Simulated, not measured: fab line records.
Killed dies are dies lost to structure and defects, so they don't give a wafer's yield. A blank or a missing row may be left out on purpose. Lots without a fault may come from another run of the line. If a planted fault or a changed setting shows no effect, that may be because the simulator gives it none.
Chamber matching -- flow berkeley_cmos170 -- UCB170_V1_CMP_02 on cmp-02 has 4 sister chambers
The step polishes SiO2. 4 wafers are shown with their chamber, then 8 later ones without.

WAFERS PAIRED WITH THEIR CHAMBERS
wafer,chamber,motor_current_A (A)
L282.2,2,17.4
L282.3,0,13.9
L282.4,3,18.5
L284.1,1,15.3

WAFERS WHOSE CHAMBER IS MISSING
wafer,motor_current_A (A)
L284.3,18.4
L284.4,14.4
L286.1,18.7
L286.2,13.5
L286.4,17.2
L288.2,19.0
L288.5,13.7
L288.6,17.9

WHICH CHAMBER EACH WENT THROUGH
wafer,from the rows above,in truth
L284.3,3,3
L284.4,can't be placed: 0 or 1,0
L286.1,3,3
L286.2,0,0
L286.4,2,2
L288.2,3,3
L288.5,0,0
L288.6,can't be placed: 2 or 3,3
Correctly placed: 6 of 8. Unplaceable from these rows: 2, with the true chamber sitting among the candidates in 2. 0 placed wrongly.
How it was worked out, from the rows above alone: a wafer's distance from a chamber is the root of the sum, over the readings, of the square of ((its reading less the chamber's mean) divided by the reading's scatter). The wafer belongs to the nearest chamber; if the next one is less than 2 further off, it can't be placed. A chamber's mean is the mean of its shown wafers. The scatter: root of mean squared gap, hidden wafer to nearest shown wafer, with one shown wafer a chamber.
